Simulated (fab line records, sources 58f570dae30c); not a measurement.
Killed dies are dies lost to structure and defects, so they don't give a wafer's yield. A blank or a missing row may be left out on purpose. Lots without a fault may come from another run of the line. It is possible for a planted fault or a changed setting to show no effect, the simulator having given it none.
8D (eight disciplines) problem report, filled in by code + flow berkeleyCmos170 + the parts of the form that need people (team, actions taken, sign-off) are left out

## 1. PROBLEM STATEMENT
Wafers without a fault read 15.33 s, standard deviation 0.11; stripTimeToEndpointS at UCB170_V2_STRIP_15 reads a mean of 16.24 s on 6 wafers belonging to 2 lots. Relative to the usual mean, that is a shift of +8.3 standard deviations.
The step: strips in O2.
Seen first at day 13 01:34 on plasmaAsher-03, wafer L592.1. At this step, 42 wafers from 14 lots have a number in the record. The rule behind "out" and "out of limits": a value lying over 4 standard deviations away from the usual mean. Any other wafer with a number is counted as sound.

## 2. WHAT IT IS, AND WHAT IT ISN'T
| question                    | is                     | is not                                                                                 |
|-----------------------------|------------------------|----------------------------------------------------------------------------------------|
| which readings at this step | stripTimeToEndpointS   | drypumpMotorCurrentA, o2FlowSccm                                                       |
| which lots                  | L592, L594             | L576, L578, L580, L581, L583, L585, L587, L591, L593, L595, L597, L598                 |
| which wafers of those lots  | all that have a number | -                                                                                      |
| read on which tools         | plasmaAsher-03         | plasmaAsher-01, plasmaAsher-04                                                         |
| when                        | from day 13 01:34      | up to then (24 sound wafers); but 12 sound wafers of L593, L595, L597, L598 came after |

## 3. THE SUSPECTS, EACH WITH WHAT RULES IT OUT
Counting: any tool at a process step up to the reading is kept as a suspect provided that every lot that is out went through it and no sound lot did after the first of them.
- lithoTrack-04 at UCB170_V2_COAT_07 (resist thk 900 nm): kept. It processed each lot that is out, first L592 at day 13 00:31, and no sound lot thereafter; up to then, the last sound lot it processed was L587 at day 11 06:08.
- plasmaAsher-03 at UCB170_V2_STRIP_15 (strips in O2): ruled out as a lasting fault. Following L592 (day 13 01:34), the first lot on it that is out, the sound lots L597, L598 were run on it.
Left after counting: lithoTrack-04 at UCB170_V2_COAT_07.

## 4. THE CAUSE (what the simulator had put in)
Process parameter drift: lithoTrack-04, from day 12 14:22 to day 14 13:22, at UCB170_V2_COAT_07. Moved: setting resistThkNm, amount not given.
Counting left only this tool.

## 5. THE EFFECT CHAIN, in route order
Each row: a reading where the mean over the struck wafers with a number is more than 3 standard deviations away from the usual. Only readings for which the record gives a usual standard deviation are gone through. hours: the time from each lot's start at the first step in this table that gives one to its start at this step, as a median over the lots. sigmas: the change in usual standard deviations.
| hours | step               | reading              | usual   | on struck wafers | change | sigmas |
|-------|--------------------|----------------------|---------|------------------|--------|--------|
| 0     | UCB170_V2_STRIP_15 | stripTimeToEndpointS | 15.33 s | 16.24            | +0.91  | +8.3   |
Process steps it contains:
- UCB170_V2_STRIP_15: strips in O2.

## 6. WHAT WOULD HAVE CAUGHT IT SOONER
In this record the first reading out of limits was taken at day 13 01:34, 11 hours after the fault began at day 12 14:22.
No tool reading at UCB170_V2_COAT_07 that has a usual standard deviation in the record was out on any struck wafer, so an alarm limit of 4 standard deviations on those readings would not have fired.
By day 13 01:34 the whole set of lots that are out, 2 in number, had already begun UCB170_V2_COAT_07 on lithoTrack-04. Holding the tool at that point would not have protected any of them.
